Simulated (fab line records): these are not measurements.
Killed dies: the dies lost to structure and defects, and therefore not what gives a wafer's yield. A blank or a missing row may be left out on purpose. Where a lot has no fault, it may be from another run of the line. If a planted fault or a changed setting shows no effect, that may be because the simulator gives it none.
Split-lot experiment | flow berkeley-cmos170 | route with 331 steps; 5 lots, 23 wafers read

ON THE SPLIT
At UCB170_SDANNEAL_RTA_01 (time 5 s), the setting time-s was moved away from the recipe's 5 s on 10 of the 23 wafers read, by -6.6% to +14.8%. The other wafers ran this setting at the recipe's value.

THE PATH FROM SPLIT TO READING: the file shows 1 step between them
- UCB170_SDANNEAL_RS_MEAS_02: measures by four-point-probe

THE READING
NSD_RS (ohm/sq), read at UCB170_SDANNEAL_RS_MEAS_03 with a four-point probe. On this fab line, fault-free wafers typically give 37.26 ohm/sq with a standard deviation of 0.11 ohm/sq.

wafer  | tool, chamber at the split | time-s as run, s | against the recipe | NSD_RS, ohm/sq | against lot-mates on the recipe
L075.1 | rtp-anneal-01, 0           | 5                | recipe             | 37.33          | -
L075.2 | rtp-anneal-01, 0           | 4.686            | -6.3%              | 37.46          | +0.12
L075.4 | rtp-anneal-01, 0           | 5                | recipe             | 37.35          | -
L075.5 | rtp-anneal-01, 0           | 4.686            | -6.3%              | 37.52          | +0.18
L075.6 | rtp-anneal-01, 0           | 5                | recipe             | 37.33          | -
L078.1 | rtp-anneal-02, 0           | 5                | recipe             | 37.32          | -
L078.3 | rtp-anneal-02, 0           | 4.671            | -6.6%              | 37.49          | +0.25
L078.4 | rtp-anneal-02, 0           | 4.671            | -6.6%              | 37.50          | +0.26
L078.5 | rtp-anneal-02, 0           | 5                | recipe             | 37.18          | -
L078.6 | rtp-anneal-02, 0           | 5                | recipe             | 37.22          | -
L080.1 | rtp-anneal-01, 0           | 5                | recipe             | 37.13          | -
L080.2 | rtp-anneal-01, 0           | 5                | recipe             | 37.15          | -
L080.4 | rtp-anneal-01, 0           | 5.695            | +13.9%             | 36.66          | -0.48
L080.5 | rtp-anneal-01, 0           | 5.695            | +13.9%             | 36.71          | -0.43
L080.6 | rtp-anneal-01, 0           | 5.695            | +13.9%             | 36.76          | -0.38
L083.3 | rtp-anneal-01, 0           | 5                | recipe             | 37.42          | -
L083.4 | rtp-anneal-01, 0           | 5                | recipe             | 37.36          | -
L083.5 | rtp-anneal-01, 0           | 5                | recipe             | 37.49          | -
L084.1 | rtp-anneal-02, 0           | 5.738            | +14.8%             | 36.85          | -0.43
L084.2 | rtp-anneal-02, 0           | 5                | recipe             | 37.33          | -
L084.3 | rtp-anneal-02, 0           | 5.738            | +14.8%             | 36.87          | -0.41
L084.5 | rtp-anneal-02, 0           | 5                | recipe             | 37.24          | -
L084.6 | rtp-anneal-02, 0           | 5.738            | +14.8%             | 37.00          | -0.28

FIT RESULTS
A straight line over all 23 wafers: NSD_RS changes by -0.0331 ohm/sq for each +1% of time-s; r = -0.92; the points scatter about the line by 0.11 ohm/sq.
The same after taking each lot's own level away (the mean of its wafers on the recipe; 23 wafers): -0.0288 ohm/sq for each +1%; r = -0.97; scatter 0.054 ohm/sq.
Per that fit: largest time-s move, reading shift of 0.43 ohm/sq.
The span of the lots' own levels, 37.140 to 37.423 ohm/sq, comes to 2.6 times the standard deviation stated above.
Thus the slope moves with the lot-to-lot level: the two fits are different.
Check: with one of the wafers moved furthest among these (+14.8%) left out of the fit, the line predicts -0.417 ohm/sq for it against its lot-mates. Against them it came out at -0.435 ohm/sq.

OTHER SPLITS APPLIED TO THESE WAFERS
Before the reading, these wafers also passed through other splits. Each is held against what the fit with the lots' levels taken away leaves over:
other split on the same wafers         | wafers away from the commonest value | r with NSD_RS (lot level and that fit taken away)
UCB170_START_OXIDATION_02 temp-c       | 15                                   | -0.18
UCB170_PWELL_OXIDATION_02 ox-time-s    | 18                                   | +0.23
UCB170_PWELL_ANNEAL_04 time-s          | 18                                   | +0.05
UCB170_PWELL_STRIP_16 overash-fraction | 7                                    | +0.49
UCB170_ACTIVE_CVD_05 pressure-mtorr    | 18                                   | +0.00
UCB170_ACTIVE_DEVELOP_12 dev-temp-c    | 7                                    | -0.49
UCB170_PFIELD_IMPLANT_07 energy-kev    | 11                                   | -0.03
UCB170_GATE_ETCH_15 over-etch-frac     | 10                                   | -0.21
UCB170_PLDD_PEB_04 peb-temp-c          | 8                                    | +0.08
UCB170_NLDD_IMPLANT_09 energy-kev      | 9                                    | -0.18
UCB170_SPACER_ANNEAL_02 temp-c         | 10                                   | +0.16
UCB170_NSD_PEB_04 peb-temp-c           | 9                                    | -0.08

THE WHOLE CHAIN: every reading that the file lists as answering this split, in the file's order
step                       | what it does                 | reading | change (the file's fit)             | r (the file's)
UCB170_SDANNEAL_RS_MEAS_02 | measures by four-point-probe | PSD_RS  | -0.148 for each +1% of the setting  | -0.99
UCB170_SDANNEAL_RS_MEAS_03 | measures by four-point-probe | NSD_RS  | -0.0289 for each +1% of the setting | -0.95

FILE'S OWN FIT
NSD_RS changes by -0.0289 ohm/sq for each +1% of time-s, r = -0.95.
